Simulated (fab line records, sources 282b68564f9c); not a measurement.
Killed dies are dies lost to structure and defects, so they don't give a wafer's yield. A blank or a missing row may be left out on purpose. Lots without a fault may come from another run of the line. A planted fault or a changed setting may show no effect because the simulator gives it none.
Which tool did it? | flow rit_cmos | 14 lots, 42 wafers sampled, at 2 steps of a route of 202

WHAT THE GAUGES READ, wafer by wafer
RIT_ACTIVE_THK_MEAS_02. Usual: ACTIVE_OXIDE_THK 46.6 nm, standard deviation 0.87.
lot  | measured    | on            | ACTIVE_OXIDE_THK (nm) | flag
L321 | day 1 12:03 | film_metro-04 | 46.6 45.6 47.2        |
L322 | day 1 17:03 | film_metro-04 | 46.2 44.5 45.7        |
L323 | day 1 22:04 | film_metro-01 | 46.0 46.4 46.2        |
L324 | day 2 03:04 | film_metro-04 | 47.2 47.2 46.5        |
L325 | day 2 09:02 | film_metro-02 | 46.3 46.6 45.0        |
L326 | day 2 13:04 | film_metro-02 | 46.6 46.2 46.2        |
L327 | day 2 18:05 | film_metro-02 | 46.2 46.5 46.0        |
L329 | day 3 04:04 | film_metro-02 | 46.6 47.4 46.7        |
L331 | day 3 15:18 | film_metro-02 | 46.3 47.4 46.0        |
L333 | day 4 00:38 | film_metro-02 | 44.9 44.7 45.9        |
L336 | day 4 16:30 | film_metro-01 | 46.2 46.8 46.7        |
L341 | day 5 16:05 | film_metro-02 | 33.8 33.9 33.7        | OFF
L342 | day 5 21:03 | film_metro-02 | 34.7 33.4 33.5        | OFF
L343 | day 6 02:04 | film_metro-02 | 47.2 47.6 46.7        |

WHICH TOOL RAN EACH LOT (tool, then ch and the chambers of the sampled wafers, then the start)
lot  | RIT_ACTIVE_OXIDATION_01
L321 | furnace-02 ch 0, day 1 10:07
L322 | furnace-04 ch 0, day 1 15:07
L323 | furnace-01 ch 0, day 1 20:07
L324 | furnace-01 ch 0, day 2 01:07
L325 | furnace-01 ch 0, day 2 07:06
L326 | furnace-02 ch 0, day 2 11:07
L327 | furnace-04 ch 0, day 2 16:07
L329 | furnace-02 ch 0, day 3 02:07
L331 | furnace-02 ch 0, day 3 13:20
L333 | furnace-02 ch 0, day 3 22:42
L336 | furnace-01 ch 0, day 4 14:34
L341 | furnace-02 ch 0, day 5 14:08
L342 | furnace-02 ch 0, day 5 19:07
L343 | furnace-04 ch 0, day 6 00:07
- RIT_ACTIVE_OXIDATION_01: target thk 46.8 nm, ox time 3360 s.

WHAT THE TOOLS THEMSELVES READ (means of the sampled wafers that have a number; where no wafer has one, the mark that the record gives instead)
RIT_ACTIVE_OXIDATION_01. Usual: spike_tc_centre_C 1002.7 C, standard deviation 1.1; spike_tc_load_C 1027.4 C, standard deviation 1.8; spike_tc_source_C 1029.8 C, standard deviation 2.2; tube_center_temp_C 1000.0 C, standard deviation 0.1; tube_center_temp_C_max 1002.6, standard deviation 0.48; zone_power_centre_pct 46 %, standard deviation 5.5; zone_power_load_pct 36.7 %, standard deviation 2.8.
lot  | tool       | spike_tc_centre_C (C) | spike_tc_load_C (C) | spike_tc_source_C (C) | tube_center_temp_C (C) | tube_center_temp_C_max | zone_power_centre_pct (%) | zone_power_load_pct (%) | flag
L321 | furnace-02 | 1002.4                | 1025.5              | 1029.7                | 1000.1                 | 1002.6                 | 42                        | 39.5                    |
L322 | furnace-04 | 1001.5                | 1029.7              | 1026.8                | 1000.0                 | 1002.6                 | 56                        | 33.4                    |
L323 | furnace-01 | 1002.6                | 1030.1              | 1030.1                | 1000.0                 | 1003.0                 | 46                        | 34.0                    |
L324 | furnace-01 | 1002.6                | 1028.1              | 1031.8                | 1000.0                 | 1002.7                 | 46                        | 34.3                    |
L325 | furnace-01 | 1002.9                | 1029.3              | 1032.0                | 1000.0                 | 1002.7                 | 46                        | 34.5                    |
L326 | furnace-02 | 1002.5                | 1027.0              | 1030.6                | 1000.0                 | 1002.9                 | 41                        | 39.8                    |
L327 | furnace-04 | 1002.3                | 1029.0              | 1025.8                | 999.9                  | 1002.3                 | 56                        | 33.5                    |
L329 | furnace-02 | 1001.9                | 1025.6              | 1030.8                | 1000.1                 | 1002.7                 | 42                        | 39.5                    |
L331 | furnace-02 | 1003.1                | 1026.8              | 1031.4                | 1000.0                 | 1002.7                 | 42                        | 39.5                    |
L333 | furnace-02 | 1002.1                | 1025.9              | 1030.6                | 999.9                  | 1003.1                 | 42                        | 39.6                    |
L336 | furnace-01 | 1003.5                | 1028.4              | 1030.9                | 1000.0                 | 1002.6                 | 46                        | 34.5                    |
L341 | furnace-02 | 962.2                 | 985.2               | 990.4                 | 960.1                  | 962.9                  | 39                        | 35.5                    | OFF
L342 | furnace-02 | 962.7                 | 985.2               | 990.0                 | 960.0                  | 962.5                  | 39                        | 36.3                    | OFF
L343 | furnace-04 | 1001.9                | 1029.5              | 1026.1                | 1000.0                 | 1002.3                 | 56                        | 33.5                    |

THE ANSWER, worked out from the rows above alone
Rule: a lot is off if the mean of its wafers that have a number lies more than 3 standard deviations from the usual mean. A lot without any number at a reading at which 4 lots or more have one is off too. The other lots that the step has rows for count as sound. The gauges are gone through in route order, then the tools' own readings, and for those a lot's mean is taken as printed above. The first step at which some lot is off is used, and at that step the reading that is off furthest; a lot without a number counts as furthest.
Off: L341, L342, at RIT_ACTIVE_THK_MEAS_02 (ACTIVE_OXIDE_THK).
A tool fits if, at a process step before that reading, it ran every lot that is off, and no sound lot after the first of them. The gauges at RIT_ACTIVE_THK_MEAS_02 aren't tried: what is off there is off at RIT_ACTIVE_OXIDATION_01 too, on other tools, and a gauge's error can't cause that. One fits: furnace-02 at RIT_ACTIVE_OXIDATION_01. Its last sound lot is L333 (day 3 22:42), its first lot that is off L341 (day 5 14:08): a fault that began between those two fits.
The tool's own readings at RIT_ACTIVE_OXIDATION_01 bear it out: on the lots that are off they differ by more than 5 times the standard deviation of the sound lots' means. spike_tc_centre_C reads 962.5 C there against 1002.4 C on the sound lots; spike_tc_load_C reads 985.2 C there against 1027.9 C on the sound lots; spike_tc_source_C reads 990.2 C there against 1029.7 C on the sound lots; tube_center_temp_C reads 960.0 C there against 1000.0 C on the sound lots; tube_center_temp_C_max reads 962.7 there against 1002.7 on the sound lots.

WHAT THE SIMULATOR HAD PUT IN
Process parameter drift: furnace-02, from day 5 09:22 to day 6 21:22, at RIT_ACTIVE_OXIDATION_01. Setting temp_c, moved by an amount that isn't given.
Lots struck among those shown: L341, L342. The rule above found the same.
